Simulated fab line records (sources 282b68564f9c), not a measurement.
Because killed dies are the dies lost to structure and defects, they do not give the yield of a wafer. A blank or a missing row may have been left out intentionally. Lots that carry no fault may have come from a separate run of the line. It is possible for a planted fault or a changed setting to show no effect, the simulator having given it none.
Which tool is to blame? + flow rit-cmos + 7 lots, 21 wafers sampled, at 1 step of a route of 202

## WHAT EACH GAUGE READ, for each wafer
RIT_ACTIVE_THK_MEAS_02.
| lot  | measured    | on            | ACTIVE_OXIDE_THK (nm) |
|------|-------------|---------------|-----------------------|
| L174 | day 2 08:51 | film-metro-02 | 43.2 43.8 44.0        |
| L177 | day 2 23:28 | film-metro-02 | 43.0 43.2 43.3        |
| L180 | day 3 14:15 | film-metro-04 | 41.4 42.8 42.6        |
| L184 | day 4 10:04 | film-metro-04 | 44.7 42.5 43.6        |
| L186 | day 4 20:10 | film-metro-01 | 44.0 43.6 44.1        |
| L188 | day 5 06:26 | film-metro-02 | 44.0 44.5 44.5        |
| L191 | day 5 22:02 | film-metro-02 | 44.5 44.9 44.9        |

## EACH LOT AND THE TOOL THAT RAN IT (in order: tool; ch and the chambers of the sampled wafers; start)
No process step before these readings appears in the record.

## THE ANSWER, worked out from the rows above alone
Rule: the lots themselves supply what counts as usual. The widest of any qualifying gaps counts: lots, ordered by their means at a reading, are off when they make up no more than a third of the lots, leave a main group of 4 or more, and stand apart from it by 3 or more times the standard deviation of that group's means. Not used: any main group whose means are identical at the precision the tables above print for the reading. Also off: a lot with no number at a reading for which 4 or more lots have one. The other lots that the step has rows for count as sound.
Nothing can be told from this: no lot is off at any reading shown.

## WHAT THE SIMULATOR PUT IN
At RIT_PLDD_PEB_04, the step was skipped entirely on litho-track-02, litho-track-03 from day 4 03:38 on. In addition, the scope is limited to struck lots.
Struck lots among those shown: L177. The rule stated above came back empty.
